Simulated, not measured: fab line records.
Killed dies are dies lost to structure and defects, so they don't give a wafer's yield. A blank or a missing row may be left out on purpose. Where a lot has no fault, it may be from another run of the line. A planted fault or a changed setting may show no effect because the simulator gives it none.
fab line records :: flow berkeleyCmos170
record:
  lots: 7
  wafers: 21
  lastDay: 12
route steps=331 shown CONTACT@216
lots that met no fault: from a run of the same line without faults
startH: hours from the record's opening day to when the first of the lot's shown wafers began :: waitH: hours from the lot's prior step to this one :: " identical to the entry in the row above :: L1.1+2: one row covering several wafers at once :: - no value present, or no start provided :: * or withheld: withheld :: < > ~ a bound
route shown NAME@n: names a module that has steps shown in the file, with the first one's number in the route :: usual: mean and standard deviation over wafers with no fault :: same: alike in all rows :: chamber/n: place in a boat :: sites: each site's reading :: _std_site: the standard deviation of these :: _edge_site: outer sites' mean less inner sites' :: radiusMm: how far each site lies from the wafer's centre :: mask NAME#n: copy n :: behind: the most recent tool/chamber to have shaped the wafer :: hold: cause of the lot's hold/its duration in hours/its outcome :: device: transistor that didn't switch, given as n, p or np :: end of line: tests run on the same wafers once the route is complete :: a step without rows: its recipe alone :: killed: count of dies lost to structure and defects at first sort (not the wafer's yield) :: map: a wafer's dies, x killed, . not, _ none there
set.NAME: the setting as run; set.NAME@STEP: as run at that earlier step :: model.NAME: the simulator's own value behind a step, which no gauge read
lots seen at some steps along the route; tables by step, rows by wafer
services: a tool's chamber out of use, with start hour (startH, from the record's first day; less than 0 if before it), hours out, and reason
== steps ==
step: UCB170_CONTACT_CLEAN_00
recipe:
  chemistry: SPM
  tempC: 120
  timeS: 600
step: UCB170_CONTACT_CVD_01
recipe:
  material: PSG
  targetThkNm: 700
  tempC: 450
  precursor: SiH4/O2/PH3
  timeS: 2820
  pressureMtorr: 300
  sih4FlowSccm: 60
  o2FlowSccm: 90
  ph3FlowSccm: 25
step: UCB170_CONTACT_THK_MEAS_02
recipe:
  reads: PSG_of_CONTACT_CVD_01
usual:
  CONTACT_PSG_THK: 697/7.4
lot.wafer: L136.2
tool: filmMetro-01
chamber: -
startH: 166.92
waitH: 0.0
CONTACT_PSG_THK[nm]: 685

lot.wafer: L136.4
tool: filmMetro-01
chamber: -
startH: 166.92
waitH: 0.0
CONTACT_PSG_THK[nm]: 691

lot.wafer: L136.6
tool: filmMetro-01
chamber: -
startH: 166.92
waitH: 0.0
CONTACT_PSG_THK[nm]: 690

lot.wafer: L141.2
tool: filmMetro-03
chamber: -
startH: 200.65
waitH: 0.0
CONTACT_PSG_THK[nm]: 690

lot.wafer: L141.3
tool: filmMetro-03
chamber: -
startH: 200.65
waitH: 0.0
CONTACT_PSG_THK[nm]: 684

lot.wafer: L141.4
tool: filmMetro-03
chamber: -
startH: 200.65
waitH: 0.0
CONTACT_PSG_THK[nm]: 689

lot.wafer: L140.1
tool: filmMetro-01
chamber: -
startH: 201.93
waitH: 0.0
CONTACT_PSG_THK[nm]: 700

lot.wafer: L140.4
tool: filmMetro-01
chamber: -
startH: 201.93
waitH: 0.0
CONTACT_PSG_THK[nm]: 695

lot.wafer: L140.5
tool: filmMetro-01
chamber: -
startH: 201.93
waitH: 0.0
CONTACT_PSG_THK[nm]: 697

lot.wafer: L142.1
tool: filmMetro-02
chamber: -
startH: 201.93
waitH: 0.0
CONTACT_PSG_THK[nm]: 698

lot.wafer: L142.3
tool: filmMetro-02
chamber: -
startH: 201.93
waitH: 0.0
CONTACT_PSG_THK[nm]: 702

lot.wafer: L142.6
tool: filmMetro-02
chamber: -
startH: 201.93
waitH: 0.0
CONTACT_PSG_THK[nm]: 700

lot.wafer: L154.2
tool: filmMetro-03
chamber: -
startH: 261.21
waitH: 0.0
CONTACT_PSG_THK[nm]: 711

lot.wafer: L154.3
tool: filmMetro-03
chamber: -
startH: 261.21
waitH: 0.0
CONTACT_PSG_THK[nm]: 710

lot.wafer: L154.6
tool: filmMetro-03
chamber: -
startH: 261.21
waitH: 0.0
CONTACT_PSG_THK[nm]: 708

lot.wafer: L153.1
tool: filmMetro-01
chamber: -
startH: 261.40
waitH: 0.0
CONTACT_PSG_THK[nm]: 699

lot.wafer: L153.2
tool: filmMetro-01
chamber: -
startH: 261.40
waitH: 0.0
CONTACT_PSG_THK[nm]: 697

lot.wafer: L153.5
tool: filmMetro-01
chamber: -
startH: 261.40
waitH: 0.0
CONTACT_PSG_THK[nm]: 696

lot.wafer: L155.1
tool: filmMetro-01
chamber: -
startH: 275.59
waitH: 0.0
CONTACT_PSG_THK[nm]: 691

lot.wafer: L155.4
tool: filmMetro-01
chamber: -
startH: 275.59
waitH: 0.0
CONTACT_PSG_THK[nm]: 693

lot.wafer: L155.6
tool: filmMetro-01
chamber: -
startH: 275.59
waitH: 0.0
CONTACT_PSG_THK[nm]: 697
step: UCB170_CONTACT_HMDS_03
recipe:
  primeTimeS: 60
  primeTempC: 100
step: UCB170_CONTACT_COAT_04
recipe:
  resist: KrF
  spinRpm: 1500
  resistThkNm: 900
step: UCB170_CONTACT_SOFTBAKE_05
recipe:
  resist: KrF
  tempC: 130
  timeS: 60
step: UCB170_CONTACT_STRIP_06
recipe:
  chemistry: O2
  powerW: 400
  pressureMtorr: 3500
  platenTempC: withheld
  o2FlowSccm: 400
  overashFraction: 0.5
usual:
  drypumpMotorCurrentA: 5.6/0.65
  oesProductAu: 0.735/0.0042
  stripTimeToEndpointS: 21.96/0.071
lot.wafer: L136.2
tool: plasmaAsher-02
chamber: 0
startH: 167.54
waitH: 0.1
drypumpMotorCurrentA: 5.1
oesProductAu: 0.732
rfHoursCounterH: 46
stripTimeToEndpointS: 22.05

lot.wafer: L136.4
tool: plasmaAsher-02
chamber: 1
startH: 167.54
waitH: 0.1
drypumpMotorCurrentA: 5.8
oesProductAu: 0.740
rfHoursCounterH: -
stripTimeToEndpointS: 22.06

lot.wafer: L136.6
tool: plasmaAsher-02
chamber: 1
startH: 167.54
waitH: 0.1
drypumpMotorCurrentA: 5.8
oesProductAu: 0.738
rfHoursCounterH: -
stripTimeToEndpointS: 22.03

lot.wafer: L141.2
tool: plasmaAsher-01
chamber: 0
startH: 201.15
waitH: 0.1
drypumpMotorCurrentA: 4.8
oesProductAu: 0.737
rfHoursCounterH: 42
stripTimeToEndpointS: 21.98

lot.wafer: L141.3
tool: plasmaAsher-01
chamber: 0
startH: 201.15
waitH: 0.1
drypumpMotorCurrentA: 4.7
oesProductAu: 0.734
rfHoursCounterH: -
stripTimeToEndpointS: 21.98

lot.wafer: L141.4
tool: plasmaAsher-01
chamber: 1
startH: 201.15
waitH: 0.1
drypumpMotorCurrentA: 5.5
oesProductAu: 0.731
rfHoursCounterH: -
stripTimeToEndpointS: 22.01

lot.wafer: L140.1
tool: plasmaAsher-04
chamber: 1
startH: 202.44
waitH: 0.1
drypumpMotorCurrentA: 6.0
oesProductAu: 0.737
rfHoursCounterH: 11
stripTimeToEndpointS: 21.89

lot.wafer: L140.4
tool: plasmaAsher-04
chamber: 0
startH: 202.44
waitH: 0.1
drypumpMotorCurrentA: 6.7
oesProductAu: 0.731
rfHoursCounterH: -
stripTimeToEndpointS: 21.89

lot.wafer: L140.5
tool: plasmaAsher-04
chamber: 0
startH: 202.44
waitH: 0.1
drypumpMotorCurrentA: 6.7
oesProductAu: 0.731
rfHoursCounterH: -
stripTimeToEndpointS: 21.91

lot.wafer: L142.1
tool: plasmaAsher-02
chamber: 0
startH: 202.44
waitH: 0.1
drypumpMotorCurrentA: 5.1
oesProductAu: 0.731
rfHoursCounterH: 50
stripTimeToEndpointS: 21.99

lot.wafer: L142.3
tool: plasmaAsher-02
chamber: 1
startH: 202.44
waitH: 0.1
drypumpMotorCurrentA: 5.8
oesProductAu: 0.733
rfHoursCounterH: -
stripTimeToEndpointS: 21.93

lot.wafer: L142.6
tool: plasmaAsher-02
chamber: 0
startH: 202.44
waitH: 0.1
drypumpMotorCurrentA: 5.1
oesProductAu: 0.738
rfHoursCounterH: -
stripTimeToEndpointS: 21.94

lot.wafer: L153.1
tool: plasmaAsher-04
chamber: 1
startH: 262.05
waitH: 0.1
drypumpMotorCurrentA: 6.1
oesProductAu: 0.739
rfHoursCounterH: 17
stripTimeToEndpointS: 22.07

lot.wafer: L153.2
tool: plasmaAsher-04
chamber: 0
startH: 262.05
waitH: 0.1
drypumpMotorCurrentA: 6.7
oesProductAu: 0.735
rfHoursCounterH: 17
stripTimeToEndpointS: 21.99

lot.wafer: L153.5
tool: plasmaAsher-04
chamber: 1
startH: 262.05
waitH: 0.1
drypumpMotorCurrentA: 6.1
oesProductAu: 0.739
rfHoursCounterH: -
stripTimeToEndpointS: 22.00

lot.wafer: L154.2
tool: plasmaAsher-01
chamber: 1
startH: 262.05
waitH: 0.1
drypumpMotorCurrentA: 5.5
oesProductAu: 0.734
rfHoursCounterH: 49
stripTimeToEndpointS: 21.90

lot.wafer: L154.3
tool: plasmaAsher-01
chamber: 1
startH: 262.05
waitH: 0.1
drypumpMotorCurrentA: 5.5
oesProductAu: 0.737
rfHoursCounterH: -
stripTimeToEndpointS: 21.96

lot.wafer: L154.6
tool: plasmaAsher-01
chamber: 0
startH: 262.05
waitH: 0.1
drypumpMotorCurrentA: 4.7
oesProductAu: 0.742
rfHoursCounterH: -
stripTimeToEndpointS: 21.94

lot.wafer: L155.1
tool: plasmaAsher-02
chamber: 1
startH: 276.10
waitH: 0.1
drypumpMotorCurrentA: 5.9
oesProductAu: 0.737
rfHoursCounterH: 59
stripTimeToEndpointS: 22.11

lot.wafer: L155.4
tool: plasmaAsher-02
chamber: 0
startH: 276.10
waitH: 0.1
drypumpMotorCurrentA: 5.1
oesProductAu: 0.729
rfHoursCounterH: -
stripTimeToEndpointS: 22.04

lot.wafer: L155.6
tool: plasmaAsher-02
chamber: 1
startH: 276.10
waitH: 0.1
drypumpMotorCurrentA: 5.8
oesProductAu: 0.731
rfHoursCounterH: -
stripTimeToEndpointS: 22.08
step: UCB170_CONTACT_CLEAN_07
recipe:
  chemistry: SPM
  tempC: 120
  timeS: 600
step: UCB170_CONTACT_RTA_08
recipe:
  tempC: 900
  timeS: 10
  ambient: N2
usual:
  annealTempCMax: 905.5/2.2
  lampPowerPct: 23.7/1.8
  wafer_temp_C_max: 906.4/1.6
lot.wafer: L136.2
tool: rtpAnneal-01
chamber: 0
startH: 169.00
waitH: 0.1
annealTempCMax: 903.5
lampPowerPct: 21.9
wafer_temp_C_max: 905.5

lot.wafer: L136.4
tool: rtpAnneal-01
chamber: 0
startH: 169.00
waitH: 0.1
annealTempCMax: 903.6
lampPowerPct: 21.9
wafer_temp_C_max: 906.0

lot.wafer: L136.6
tool: rtpAnneal-01
chamber: 0
startH: 169.00
waitH: 0.1
annealTempCMax: 903.6
lampPowerPct: 21.9
wafer_temp_C_max: 904.4

lot.wafer: L141.2
tool: rtpAnneal-01
chamber: 0
startH: 201.44
waitH: 0.0
annealTempCMax: 903.5
lampPowerPct: 21.9
wafer_temp_C_max: 905.4

lot.wafer: L141.3
tool: rtpAnneal-01
chamber: 0
startH: 201.44
waitH: 0.0
annealTempCMax: 904.4
lampPowerPct: 21.9
wafer_temp_C_max: 905.2

lot.wafer: L141.4
tool: rtpAnneal-01
chamber: 0
startH: 201.44
waitH: 0.0
annealTempCMax: 904.0
lampPowerPct: 21.9
wafer_temp_C_max: 905.6

lot.wafer: L140.1
tool: rtpAnneal-02
chamber: 0
startH: 202.71
waitH: 0.0
annealTempCMax: 905.7
lampPowerPct: 25.5
wafer_temp_C_max: 907.3

lot.wafer: L140.4
tool: rtpAnneal-02
chamber: 0
startH: 202.71
waitH: 0.0
annealTempCMax: 906.7
lampPowerPct: 25.4
wafer_temp_C_max: 906.1

lot.wafer: L140.5
tool: rtpAnneal-02
chamber: 0
startH: 202.71
waitH: 0.0
annealTempCMax: 908.5
lampPowerPct: 25.5
wafer_temp_C_max: 909.3

lot.wafer: L142.1
tool: rtpAnneal-01
chamber: 0
startH: 202.71
waitH: 0.0
annealTempCMax: 902.9
lampPowerPct: 21.9
wafer_temp_C_max: 905.9

lot.wafer: L142.3
tool: rtpAnneal-01
chamber: 0
startH: 202.71
waitH: 0.0
annealTempCMax: 903.1
lampPowerPct: 21.9
wafer_temp_C_max: 906.5

lot.wafer: L142.6
tool: rtpAnneal-01
chamber: 0
startH: 202.71
waitH: 0.0
annealTempCMax: 902.3
lampPowerPct: 21.9
wafer_temp_C_max: 905.5

lot.wafer: L153.1
tool: rtpAnneal-02
chamber: 0
startH: 262.52
waitH: 0.0
annealTempCMax: 908.3
lampPowerPct: 25.5
wafer_temp_C_max: 905.8

lot.wafer: L153.2
tool: rtpAnneal-02
chamber: 0
startH: 262.52
waitH: 0.0
annealTempCMax: 906.6
lampPowerPct: 25.5
wafer_temp_C_max: 911.1

lot.wafer: L153.5
tool: rtpAnneal-02
chamber: 0
startH: 262.52
waitH: 0.0
annealTempCMax: 906.3
lampPowerPct: 25.4
wafer_temp_C_max: 909.6

lot.wafer: L154.2
tool: rtpAnneal-01
chamber: 0
startH: 262.54
waitH: 0.0
annealTempCMax: 902.8
lampPowerPct: 21.9
wafer_temp_C_max: 905.0

lot.wafer: L154.3
tool: rtpAnneal-01
chamber: 0
startH: 262.54
waitH: 0.0
annealTempCMax: 903.1
lampPowerPct: 21.9
wafer_temp_C_max: 905.1

lot.wafer: L154.6
tool: rtpAnneal-01
chamber: 0
startH: 262.54
waitH: 0.0
annealTempCMax: 904.3
lampPowerPct: 21.9
wafer_temp_C_max: 905.9

lot.wafer: L155.1
tool: rtpAnneal-01
chamber: 0
startH: 276.37
waitH: 0.0
annealTempCMax: 903.4
lampPowerPct: 21.9
wafer_temp_C_max: 904.9

lot.wafer: L155.4
tool: rtpAnneal-01
chamber: 0
startH: 276.37
waitH: 0.0
annealTempCMax: 903.8
lampPowerPct: 21.9
wafer_temp_C_max: 905.7

lot.wafer: L155.6
tool: rtpAnneal-01
chamber: 0
startH: 276.37
waitH: 0.0
annealTempCMax: 903.8
lampPowerPct: 21.9
wafer_temp_C_max: 904.4
step: UCB170_CONTACT_COAT_09
recipe:
  resist: BARC
  tempC: withheld
  timeS: withheld
  spinRpm: 3000
  resistThkNm: withheld
step: UCB170_CONTACT_COAT_10
recipe:
  resist: KrF
  spinRpm: 1500
  resistThkNm: 900
step: UCB170_CONTACT_SOFTBAKE_11
recipe:
  resist: KrF
  tempC: 130
  timeS: 60
step: UCB170_CONTACT_EXPOSE_12
recipe:
  maskId: CONT
  targetCdNm: 700
  na: 0.5
  sigmaOuter: 0.6
  sourceShape: conventional
  doseMj: 35
usual:
  exposureDoseMJCm2: 34.98/0.031
  focusOffsetNm: -0.1/0.56
  sigmaOuter: 0.6/0
lot.wafer: L136.2
tool: krfScanner-02
chamber: 0
startH: 169.94
waitH: -
mask: CONT#0
exposureDoseMJCm2: 34.97
focusOffsetNm: 0.3
sigmaOuter: 0.6

lot.wafer: L136.4
tool: krfScanner-02
chamber: 0
startH: 169.94
waitH: -
mask: CONT#0
exposureDoseMJCm2: 34.96
focusOffsetNm: 0.8
sigmaOuter: 0.6

lot.wafer: L136.6
tool: krfScanner-02
chamber: 0
startH: 169.94
waitH: -
mask: CONT#0
exposureDoseMJCm2: 35.02
focusOffsetNm: 0.2
sigmaOuter: 0.6

lot.wafer: L141.2
tool: krfScanner-01
chamber: -
startH: 202.09
waitH: -
mask: CONT#0
exposureDoseMJCm2: -
focusOffsetNm: -
sigmaOuter: -

lot.wafer: L141.3
tool: krfScanner-01
chamber: -
startH: 202.09
waitH: -
mask: CONT#0
exposureDoseMJCm2: -
focusOffsetNm: -
sigmaOuter: -

lot.wafer: L141.4
tool: krfScanner-01
chamber: -
startH: 202.09
waitH: -
mask: CONT#0
exposureDoseMJCm2: -
focusOffsetNm: -
sigmaOuter: -

lot.wafer: L140.1
tool: krfScanner-02
chamber: -
startH: 203.35
waitH: -
mask: CONT#0
exposureDoseMJCm2: -
focusOffsetNm: -
sigmaOuter: -

lot.wafer: L140.4
tool: krfScanner-02
chamber: -
startH: 203.35
waitH: -
mask: CONT#0
exposureDoseMJCm2: -
focusOffsetNm: -
sigmaOuter: -

lot.wafer: L140.5
tool: krfScanner-02
chamber: -
startH: 203.35
waitH: -
mask: CONT#0
exposureDoseMJCm2: -
focusOffsetNm: -
sigmaOuter: -

lot.wafer: L142.1
tool: krfScanner-01
chamber: -
startH: 204.80
waitH: -
mask: CONT#0
exposureDoseMJCm2: -
focusOffsetNm: -
sigmaOuter: -

lot.wafer: L142.3
tool: krfScanner-01
chamber: -
startH: 204.80
waitH: -
mask: CONT#0
exposureDoseMJCm2: -
focusOffsetNm: -
sigmaOuter: -

lot.wafer: L142.6
tool: krfScanner-01
chamber: -
startH: 204.80
waitH: -
mask: CONT#0
exposureDoseMJCm2: -
focusOffsetNm: -
sigmaOuter: -

lot.wafer: L153.1
tool: krfScanner-02
chamber: 0
startH: 263.17
waitH: -
mask: CONT#0
exposureDoseMJCm2: 35.02
focusOffsetNm: -0.5
sigmaOuter: 0.6

lot.wafer: L153.2
tool: krfScanner-02
chamber: 0
startH: 263.17
waitH: -
mask: CONT#0
exposureDoseMJCm2: 35.00
focusOffsetNm: 0.1
sigmaOuter: 0.6

lot.wafer: L153.5
tool: krfScanner-02
chamber: 0
startH: 263.17
waitH: -
mask: CONT#0
exposureDoseMJCm2: 35.01
focusOffsetNm: -0.1
sigmaOuter: 0.6

lot.wafer: L154.2
tool: krfScanner-01
chamber: 0
startH: 263.43
waitH: -
mask: CONT#0
exposureDoseMJCm2: 35.03
focusOffsetNm: -0.8
sigmaOuter: 0.6

lot.wafer: L154.3
tool: krfScanner-01
chamber: 0
startH: 263.43
waitH: -
mask: CONT#0
exposureDoseMJCm2: 34.97
focusOffsetNm: -1.4
sigmaOuter: 0.6

lot.wafer: L154.6
tool: krfScanner-01
chamber: 0
startH: 263.43
waitH: -
mask: CONT#0
exposureDoseMJCm2: 34.95
focusOffsetNm: -1.1
sigmaOuter: 0.6

lot.wafer: L155.1
tool: krfScanner-01
chamber: 0
startH: 276.89
waitH: -
mask: CONT#0
exposureDoseMJCm2: 34.94
focusOffsetNm: -0.9
sigmaOuter: 0.6

lot.wafer: L155.4
tool: krfScanner-01
chamber: 0
startH: 276.89
waitH: -
mask: CONT#0
exposureDoseMJCm2: 35.01
focusOffsetNm: 0.2
sigmaOuter: 0.6

lot.wafer: L155.6
tool: krfScanner-01
chamber: 0
startH: 276.89
waitH: -
mask: CONT#0
exposureDoseMJCm2: 34.99
focusOffsetNm: 0.7
sigmaOuter: 0.6
step: UCB170_CONTACT_PEB_13
recipe:
  pebTempC: 130
  pebTimeS: withheld
  resist: KrF
== services ==
tool: plasmaAsher-01
chamber: -
startH: 157.65
hours: 0.6
kind: repair

tool: plasmaAsher-02
chamber: -
startH: 158.13
hours: 6.6
kind: pm

tool: krfScanner-02
chamber: -
startH: 187.76
hours: 0.4
kind: repair

tool: krfScanner-02
chamber: -
startH: 193.20
hours: 0.8
kind: pm

tool: krfScanner-01
chamber: -
startH: 194.13
hours: 0.8
kind: pm

tool: krfScanner-02
chamber: -
startH: 194.90
hours: 1.0
kind: pm

tool: krfScanner-02
chamber: 0
startH: 214.66
hours: -
kind: calibration

tool: krfScanner-01
chamber: 0
startH: 222.14
hours: -
kind: calibration

tool: krfScanner-01
chamber: -
startH: 229.34
hours: 1.0
kind: pm

tool: krfScanner-02
chamber: -
startH: 264.59
hours: 1.3
kind: pm
== key ==
firstSign:
  step: UCB170_CONTACT_EXPOSE_12
  reading: toolRecord
  direction: missing
effect none on later readings
metAt UCB170_CONTACT_EXPOSE_12
struckWafers L140.1,L140.4,L140.5,L141.2,L141.3,L141.4,L142.1,L142.3,L142.6
laterRowsLeftOut L140.1,L140.4,L140.5,L141.2,L141.3,L141.4,L142.1,L142.3,L142.6
sortLeftOut L140.1,L140.4,L140.5,L141.2,L141.3,L141.4,L142.1,L142.3,L142.6
testerLeftOut L140,L141,L142
onsetBetween 169.94 202.09
fault:
  kind: skippedStepWhole
  tool: krfScanner-01,krfScanner-02
  chamber: -
  onsetH: 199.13
  steps: UCB170_CONTACT_EXPOSE_12
  scope: struckLotsOnly
testerLeftOut: of these lots the tester's yield and bins aren't shown, on N5 and GAA mostly nor the transistor test; their killed dies are dies lost to structure and defects alone, not to doping, threshold or leakage, so they don't give the yield
sortLeftOut: the simulated sort isn't trusted on such a fault, so these wafers' sort isn't shown, and their yield isn't known
laterRowsLeftOut: the simulator's readings of these wafers behind a module that went badly wrong aren't trusted and aren't shown, but for the sort
